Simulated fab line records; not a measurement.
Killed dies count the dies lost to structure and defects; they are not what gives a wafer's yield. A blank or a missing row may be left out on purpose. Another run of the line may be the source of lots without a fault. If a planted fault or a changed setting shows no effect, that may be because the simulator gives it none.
Struck lot and sound lot, side by side ; flow ritCmos ; 34 steps out of a route of 202
Sound: wafers L128.4, L128.5, L128.6. Wafers struck: L136.3, L136.5, L136.6. The cause is given at the end.
Per side, at each step with rows, come the tool, then ch with its chambers, and then its first start. Under that, the readings that differ: sound wafers ; struck wafers ; difference of the means ; sigmas: that difference in standard deviations of wafers without a fault.
alike: same words and numbers on both sides, and readings whose means sit less than 2 such deviations apart. not compared: any withheld reading, any reading some wafer has no value for, any bound like >300 that may hide the same value, and any number with overlapping values for which the record gives no deviation.
A row with sigmas, a row that says differs or no value, or rows on one side alone: a step with any of these is where the two part. Numbers that don't overlap but have no deviation are shown without sigmas and don't part them. A reading that every wafer of one side lacks parts them only if that side has two wafers or more.

first, 2 steps without rows for these wafers: RIT_SPACER_CLEAN_02 (cleans in SC2, time 600 s); RIT_SPACER_CVD_03 (deposits Si3N4 from SiH2Cl2/NH3, target thk 250 nm, time 3300 s).
RIT_SPACER_THK_MEAS_04:
  sound: filmMetro-02 at day 3 21:16; struck: filmMetro-03 at day 5 12:41
  alike: SPACER_NITRIDE_THK
RIT_SPACER_ETCHBACK_05: etches Si3N4 in SF6/CHF3, stops on SiO2, target depth 250 nm, time 240 s.
  sound on rieDiel-02 ch 1,2, day 3 21:22; struck on rieDiel-04 ch 1,2, day 5 12:44
  alike: CHF3_flow_sccm, SF6_flow_sccm, drypumpMotorCurrentA, oesProductAu, rfFwdPowerW, throttleValvePct
  not compared: rfHoursCounterH
then, 6 steps without rows for these wafers: RIT_NSD_HMDS_00 (prime time 60 s); RIT_NSD_COAT_01 (resist thk 1000 nm); RIT_NSD_SOFTBAKE_02 (time 60 s); RIT_NSD_EXPOSE_03 (exposes mask M9, target cd 40700 nm); RIT_NSD_PEB_04; RIT_NSD_DEVELOP_05 (develop time 50 s).
RIT_NSD_OVL_MEAS_06:
  sound: overlay-01 at day 3 22:34; struck: overlay-01 at day 5 13:44
  alike: NSD_OVL
then, 1 step without rows for these wafers: RIT_NSD_HARDBAKE_07 (time 60 s).
RIT_NSD_IMPLANT_08:
  sound on implanter-01 ch 0, day 3 22:49; struck on implanter-03 ch 0, day 5 13:58
reading;sound;struck;difference;sigmas
beamEnergyKeV;24.995 24.998 25.012;17.496 17.486 17.492;-7.510;-99 or more
model.implant.rpNm (nm);32.29 32.29 32.29;24.97 24.97 24.97;-7.32;
model.implant.drpNm (nm);14.84 14.84 14.84;11.96 11.96 11.96;-2.88;
  alike: doseIonsCm2
RIT_NSD_STRIP_09: strips in O2, time 180 s.
  sound on plasmaAsher-01 ch 0,1, day 3 22:56; struck on plasmaAsher-02 ch 0,1, day 5 14:07
  alike: drypumpMotorCurrentA
  not compared: rfHoursCounterH
RIT_NSD_TW_MEAS_10:
  sound: filmMetro-01 at day 3 23:05; struck: filmMetro-01 at day 5 14:16
reading;sound;struck;difference;sigmas
NSD_TW;3152 3132 3157;2871 2864 2869;-279;-13
then, 6 steps without rows for these wafers: RIT_PSD_HMDS_00 (prime time 60 s); RIT_PSD_COAT_01 (resist thk 1000 nm); RIT_PSD_SOFTBAKE_02 (time 60 s); RIT_PSD_EXPOSE_03 (exposes mask M10, target cd 40900 nm); RIT_PSD_PEB_04; RIT_PSD_DEVELOP_05 (develop time 50 s).
RIT_PSD_OVL_MEAS_06:
  sound: overlay-01 at day 4 00:07; struck: overlay-01 at day 5 15:13
  alike: PSD_OVL
then, 2 steps without rows for these wafers: RIT_PSD_HARDBAKE_07 (time 60 s); RIT_PSD_IMPLANT_08.
RIT_PSD_STRIP_09: strips in O2, time 180 s.
  sound on plasmaAsher-01 ch 0,1, day 4 00:29; struck on plasmaAsher-04 ch 0,1, day 5 15:41
  alike: drypumpMotorCurrentA
  not compared: rfHoursCounterH
RIT_PSD_TW_MEAS_10:
  sound: filmMetro-04 at day 4 00:38; struck: filmMetro-01 at day 5 15:49
  alike: PSD_TW
then, 3 steps without rows for these wafers: RIT_SDANNEAL_CLEAN_00 (cleans in SC1, time 600 s); RIT_SDANNEAL_CLEAN_01 (cleans in dHF, time 30 s); RIT_SDANNEAL_CLEAN_02 (cleans in SC2, time 600 s).
RIT_SDANNEAL_RTA_03: time 5 s.
  sound on rtpAnneal-01 ch 0, day 4 01:05; struck on rtpAnneal-01 ch 0, day 5 16:14
  alike: wafer_temp_C_max
RIT_SDANNEAL_RS_MEAS_04: measures by four-point-probe.
  sound: filmMetro-01 at day 4 01:10; struck: filmMetro-01 at day 5 16:19
  alike: PSD_RS
RIT_SDANNEAL_RS_MEAS_05: measures by four-point-probe.
  sound: filmMetro-01 at day 4 01:17; struck: filmMetro-01 at day 5 16:26
reading;sound;struck;difference;sigmas
NSD_RS (ohm/sq);84.96 85.61 84.75;88.24 87.95 88.23;+3.03;+10
RIT_SDANNEAL_RS_MEAS_06: measures by four-point-probe.
  sound: filmMetro-01 at day 4 01:24; struck: filmMetro-01 at day 5 16:34
  alike: PLDD_RS
next, for these wafers, 1 step has no rows: RIT_M1_PROBE_99.

## WHERE THEY PART
Earliest at RIT_NSD_IMPLANT_08; latest, in this record, at RIT_SDANNEAL_RS_MEAS_05. Later steps at which nothing parts them and some readings are alike: RIT_SDANNEAL_RS_MEAS_06.

WHY: the cause the simulator had injected
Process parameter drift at RIT_NSD_IMPLANT_08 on implanter-03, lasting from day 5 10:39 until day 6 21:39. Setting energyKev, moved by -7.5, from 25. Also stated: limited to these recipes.
